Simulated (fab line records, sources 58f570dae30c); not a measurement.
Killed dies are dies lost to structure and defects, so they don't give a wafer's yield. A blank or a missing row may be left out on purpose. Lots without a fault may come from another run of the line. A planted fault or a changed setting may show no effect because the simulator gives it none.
Which tool did it? | flow berkeley_cmos170 | 14 lots, 42 wafers sampled, at 2 steps of a route of 331

WHAT THE GAUGES READ, wafer by wafer
UCB170_ACTIVE_OVL_MEAS_14.
lot  | measured    | on         | ACTIVE_OVL (nm)
L748 | day 4 18:35 | overlay-01 | 12 8 7
L751 | day 5 06:01 | overlay-01 | 12 7 6
L754 | day 6 04:28 | overlay-01 | -130 -123 -126
L753 | day 6 04:43 | overlay-01 | 3 4 0
L755 | day 6 08:12 | overlay-02 | -128 -125 -125
L756 | day 6 08:32 | overlay-01 | 2 6 6
L759 | day 7 01:07 | overlay-01 | -119 -121 -121
L761 | day 7 11:19 | overlay-02 | 1 1 -1
L760 | day 7 11:24 | overlay-01 | 4 8 4
L764 | day 8 03:46 | overlay-02 | 9 12 2
L765 | day 8 13:38 | overlay-01 | -3 -1 2
L769 | day 8 21:19 | overlay-01 | 4 3 9
L768 | day 8 21:35 | overlay-01 | 7 5 3
L771 | day 9 16:12 | overlay-02 | 5 3 6

WHICH TOOL RAN EACH LOT (tool, then ch and the chambers of the sampled wafers, then the start)
lot  | UCB170_ACTIVE_EXPOSE_10
L748 | krf_scanner-01 ch 0, day 4 17:42
L751 | krf_scanner-01 ch 0, day 5 05:32
L754 | krf_scanner-02 ch 0, day 6 03:57
L753 | krf_scanner-01 ch 0, day 6 04:13
L755 | krf_scanner-02 ch 0, day 6 07:41
L756 | krf_scanner-01 ch 0, day 6 08:02
L759 | krf_scanner-02 ch 0, day 7 00:25
L761 | krf_scanner-01 ch 0, day 7 09:55
L760 | krf_scanner-01 ch 0, day 7 10:01
L764 | krf_scanner-01 ch 0, day 8 02:54
L765 | krf_scanner-01 ch 0, day 8 12:40
L769 | krf_scanner-01 ch 0, day 8 20:20
L768 | krf_scanner-01 ch 0, day 8 20:51
L771 | krf_scanner-01 ch 0, day 9 15:42
- UCB170_ACTIVE_EXPOSE_10: exposes mask ACTIVE, target cd 1200 nm.

WHAT THE TOOLS THEMSELVES READ (means of the sampled wafers that have a number; where no wafer has one, the mark that the record gives instead)
UCB170_ACTIVE_EXPOSE_10.
lot  | tool           | exposure_dose_mJ_cm2 | reticle_temp_C (C)
L748 | krf_scanner-01 | 19.882               | 22.95
L751 | krf_scanner-01 | 19.886               | 22.94
L754 | krf_scanner-02 | 19.883               | 23.00
L753 | krf_scanner-01 | 19.889               | 22.96
L755 | krf_scanner-02 | 19.884               | 22.98
L756 | krf_scanner-01 | 19.879               | 23.14
L759 | krf_scanner-02 | 19.884               | 23.03
L761 | krf_scanner-01 | 19.869               | 23.18
L760 | krf_scanner-01 | 19.870               | 23.06
L764 | krf_scanner-01 | 19.866               | 23.14
L765 | krf_scanner-01 | 19.891               | 23.14
L769 | krf_scanner-01 | 19.879               | 22.91
L768 | krf_scanner-01 | 19.888               | 23.14
L771 | krf_scanner-01 | 19.891               | 23.12

THE ANSWER, worked out from the rows above alone
Rule: what is usual is taken from the lots themselves. Put in order of their means at a reading, lots are off if they are a third of the lots or fewer, leave a main group of 4 or more, and stand apart from it by a gap of 3 or more times the standard deviation of the main group's means; of several such gaps the widest counts. A main group whose means are all the same, to the digits that the tables above print for the reading, isn't used. A lot without any number at a reading at which 4 lots or more have one is off too. The other lots that the step has rows for count as sound. The gauges are gone through in route order, then the tools' own readings, and for those a lot's mean is taken as printed above. The first step at which some lot is off is used, and at that step the reading that is off furthest; a lot without a number counts as furthest.
Off: L754, L755, L759, at UCB170_ACTIVE_OVL_MEAS_14 (ACTIVE_OVL). The main group: mean 5 nm, standard deviation 2.9.
A tool fits if, at a process step before that reading, it ran every lot that is off, and no sound lot after the first of them. The gauges at UCB170_ACTIVE_OVL_MEAS_14 are tried like those tools. One fits: krf_scanner-02 at UCB170_ACTIVE_EXPOSE_10. It ran no sound lot before its first lot that is off in this sample, so the start can't be narrowed down.

WHAT THE SIMULATOR HAD PUT IN
Scanner matching overlay: krf_scanner-02, from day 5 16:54 on, at UCB170_ACTIVE_EXPOSE_10. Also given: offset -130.
Lots struck among those shown: L754, L755, L759. The rule above found the same.
